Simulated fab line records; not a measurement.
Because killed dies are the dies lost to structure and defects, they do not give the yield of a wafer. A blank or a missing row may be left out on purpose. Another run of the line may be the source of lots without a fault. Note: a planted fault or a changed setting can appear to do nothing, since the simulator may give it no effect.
One fault seen from 2 desks || flow berkeleyCmos170 || each desk holds nothing but its own numbers, with what lay behind them at the end

## FOR THE TOOL OWNER'S DESK: implanter-01
For each lot that ran on this tool, the mean over its sampled wafers that have a number, from the tool's own readings at UCB170_PSD_IMPLANT_08. The brackets show how far a lot's mean lies from the usual mean; more than 4 standard deviations puts the lot out of limits, marked OUT.
Columns: A = beamEnergyKeV at UCB170_PSD_IMPLANT_08, usual 19.999; B = doseIonsCm2 at UCB170_PSD_IMPLANT_08, usual 3e+15; C = faradayCurrentUA at UCB170_PSD_IMPLANT_08, usual 9258
{"lot": "L371", "first seen here": "day 7 04:04", "A": 19.985, "B": 3e+15, "C": 9184}
{"lot": "L379", "first seen here": "day 8 09:15", "A": 19.998, "B": 3e+15, "C": 9301}
{"lot": "L383", "first seen here": "day 10 00:35", "A": 20.002, "B": 3e+15, "C": 9244}
{"lot": "L389", "first seen here": "day 10 05:07", "A": 19.999, "B": "3e+15 (-73) OUT", "C": "8415 (-4.7) OUT"}
{"lot": "L391", "first seen here": "day 10 17:46", "A": 20.005, "B": "3e+15 (-73) OUT", "C": 8592}
This desk's finding: out of limits on L389, L391; first on L389, day 10 05:07 (doseIonsCm2 at UCB170_PSD_IMPLANT_08). In limits: L371, L379, L383.

## AT THE METROLOGY DESK
What the gauges read, lot by lot, whatever tool the lot ran on: means of the sampled wafers that have a number. The brackets show how far a lot's mean lies from the usual mean; more than 4 standard deviations puts the lot out of limits, marked OUT.
Columns: A = NLDD_OVL at UCB170_NLDD_OVL_MEAS_07, usual -1 nm; B = cdNm at UCB170_PSD_CD_MEAS_06, usual 1200.2 nm; C = PSD_OVL at UCB170_PSD_OVL_MEAS_07, usual -5 nm; D = PSD_TW at UCB170_PSD_TW_MEAS_10, usual 2346; E = PSD_RS at UCB170_SDANNEAL_RS_MEAS_02, usual 75.41 ohm/sq
{"lot": "L372", "first seen here": "day 6 21:05", "A": -4, "B": 1199.3, "C": -2, "D": 2342, "E": 74.88}
{"lot": "L371", "first seen here": "day 6 21:19", "A": -7, "B": 1200.3, "C": -8, "D": 2306, "E": 75.56}
{"lot": "L375", "first seen here": "day 7 13:50", "A": 8, "B": 1202.8, "C": -12, "D": 2378, "E": 75.42}
{"lot": "L373", "first seen here": "day 7 14:11", "A": -11, "B": 1200.6, "C": -8, "D": 2352, "E": 75.07}
{"lot": "L380", "first seen here": "day 8 00:55", "A": 10, "B": 1198.4, "C": -10, "D": 2320, "E": 75.73}
{"lot": "L379", "first seen here": "day 8 01:28", "A": -4, "B": 1201.3, "C": 3, "D": 2383, "E": 75.37}
{"lot": "L377", "first seen here": "day 8 06:18", "A": 0, "B": 1200.9, "C": -5, "D": 2377, "E": 75.59}
{"lot": "L381", "first seen here": "day 8 12:37", "A": -9, "B": 1198.5, "C": -3, "D": 2346, "E": 75.44}
{"lot": "L382", "first seen here": "day 9 03:29", "A": 1, "B": 1199.1, "C": -4, "D": 2388, "E": 75.23}
{"lot": "L383", "first seen here": "day 9 17:01", "A": 11, "B": 1199.9, "C": -9, "D": 2335, "E": 75.33}
{"lot": "L389", "first seen here": "day 9 22:17", "A": -8, "B": 1198.7, "C": -8, "D": 2270, "E": "80.90 (+21) OUT"}
{"lot": "L390", "first seen here": "day 10 12:29", "A": 0, "B": 1199.6, "C": -7, "D": 2334, "E": 75.36}
{"lot": "L391", "first seen here": "day 10 14:07", "A": 4, "B": 1200.0, "C": -8, "D": 2281, "E": "80.78 (+21) OUT"}
{"lot": "L394", "first seen here": "day 11 12:33", "A": 1, "B": 1201.4, "C": -8, "D": 2354, "E": 75.31}
This desk reports L389, L391 out of limits; the earliest was L389 at day 10 08:15 (PSD_RS at UCB170_SDANNEAL_RS_MEAS_02). In limits: L372, L371, L375, L373, L380, L379, L377, L381, L382, L383, L390, L394.

## BROUGHT TOGETHER
At day 10 05:07, on L389, L391, the tool owner's desk was in a position to raise an alarm.
Metrology desk: alarm possible at day 10 08:15 on L389, L391.
UCB170_PSD_IMPLANT_08 was run on implanter-01 by each of the lots named.

## WHAT THE SIMULATOR HAD INSERTED
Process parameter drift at UCB170_PSD_IMPLANT_08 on implanter-01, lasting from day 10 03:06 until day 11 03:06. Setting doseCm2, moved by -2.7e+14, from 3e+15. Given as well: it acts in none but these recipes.
Shown lots that were struck: L389, L391.
Fault start to first reading out of limits, in hours, per desk: tool owner, 2; metrology, 5.
